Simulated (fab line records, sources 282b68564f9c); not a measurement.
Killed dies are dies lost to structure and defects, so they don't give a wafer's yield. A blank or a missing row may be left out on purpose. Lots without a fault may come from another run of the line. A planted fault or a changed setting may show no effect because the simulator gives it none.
Which tool did it? | flow rit_cmos | 13 lots, 39 wafers sampled, at 2 steps of a route of 202

WHAT THE GAUGES READ, wafer by wafer
RIT_GATE_CD_MEAS_16: target cd 150 nm. Usual: cd_nm 149.4 nm, standard deviation 2.5.
lot  | measured    | on        | cd_nm (nm)        | flag
L647 | day 2 23:28 | cd_sem-01 | 142.7 148.6 148.1 |
L649 | day 3 03:23 | cd_sem-02 | 146.1 145.3 145.9 |
L650 | day 3 06:02 | cd_sem-02 | 151.5 149.6 150.4 |
L653 | day 3 20:32 | cd_sem-02 | 148.2 151.5 152.1 |
L654 | day 4 00:46 | cd_sem-01 | 152.3 151.7 154.3 |
L656 | day 4 10:53 | cd_sem-01 | 149.8 148.8 147.5 |
L657 | day 4 15:53 | cd_sem-02 | 147.8 148.8 148.6 |
L658 | day 4 21:24 | cd_sem-02 | 151.2 152.4 150.1 |
L659 | day 5 02:07 | cd_sem-02 | 153.3 153.2 154.7 |
L660 | day 5 09:23 | cd_sem-02 | 146.3 145.4 146.8 |
L662 | day 5 19:53 | cd_sem-01 | 149.4 148.5 149.3 |
L668 | day 7 09:46 | cd_sem-01 | 135.6 72.9 103.1  | OFF
L669 | day 7 15:13 | cd_sem-02 | 148.0 146.6 147.8 |

WHICH TOOL RAN EACH LOT (tool, then ch and the chambers of the sampled wafers, then the start)
lot  | RIT_GATE_EXPOSE_13
L647 | iline_stepper-02 ch 0, day 2 23:04
L649 | iline_stepper-01 ch 0, day 3 02:50
L650 | iline_stepper-01 ch 0, day 3 05:38
L653 | iline_stepper-01 ch 0, day 3 20:08
L654 | iline_stepper-01 ch 0, day 4 00:22
L656 | iline_stepper-02 ch 0, day 4 10:29
L657 | iline_stepper-02 ch 0, day 4 15:19
L658 | iline_stepper-01 ch 0, day 4 20:59
L659 | iline_stepper-02 ch 0, day 5 01:29
L660 | iline_stepper-02 ch 0, day 5 08:59
L662 | iline_stepper-01 ch 0, day 5 19:29
L668 | iline_stepper-01 ch 0, day 7 09:20
L669 | iline_stepper-02 ch 0, day 7 14:49
- RIT_GATE_EXPOSE_13: exposes mask M6, target cd 150 nm.

WHAT THE TOOLS THEMSELVES READ (means of the sampled wafers that have a number; where no wafer has one, the mark that the record gives instead)
RIT_GATE_EXPOSE_13. Usual: exposure_dose_mJ_cm2 379.8, standard deviation 0.38.
lot  | tool             | exposure_dose_mJ_cm2 | flag
L647 | iline_stepper-02 | 379.5                |
L649 | iline_stepper-01 | 380.0                |
L650 | iline_stepper-01 | 380.3                |
L653 | iline_stepper-01 | 380.1                |
L654 | iline_stepper-01 | 379.8                |
L656 | iline_stepper-02 | 379.6                |
L657 | iline_stepper-02 | 380.1                |
L658 | iline_stepper-01 | 379.5                |
L659 | iline_stepper-02 | 379.3                |
L660 | iline_stepper-02 | 379.9                |
L662 | iline_stepper-01 | 380.3                |
L668 | iline_stepper-01 | 368.6                | OFF
L669 | iline_stepper-02 | 379.3                |

THE ANSWER, worked out from the rows above alone
Rule: a lot is off if the mean of its wafers that have a number lies more than 3 standard deviations from the usual mean. A lot without any number at a reading at which 4 lots or more have one is off too. The other lots that the step has rows for count as sound. The gauges are gone through in route order, then the tools' own readings, and for those a lot's mean is taken as printed above. The first step at which some lot is off is used, and at that step the reading that is off furthest; a lot without a number counts as furthest.
Off: L668, at RIT_GATE_CD_MEAS_16 (cd_nm).
A tool fits if, at a process step before that reading, it ran every lot that is off, and no sound lot after the first of them. The gauges at RIT_GATE_CD_MEAS_16 aren't tried: what is off there is off at RIT_GATE_EXPOSE_13 too, on other tools, and a gauge's error can't cause that. One fits: iline_stepper-01 at RIT_GATE_EXPOSE_13. Its last sound lot is L662 (day 5 19:29), its first lot that is off L668 (day 7 09:20): a fault that began between those two fits.
The tool's own readings at RIT_GATE_EXPOSE_13 bear it out: on the lots that are off they differ by more than 5 times the standard deviation of the sound lots' means. exposure_dose_mJ_cm2 reads 368.6 there against 379.8 on the sound lots.

WHAT THE SIMULATOR HAD PUT IN
Process parameter drift: iline_stepper-01, from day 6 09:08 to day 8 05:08, at RIT_GATE_EXPOSE_13. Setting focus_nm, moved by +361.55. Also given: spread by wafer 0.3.
Lots struck among those shown: L668. The rule above found the same.
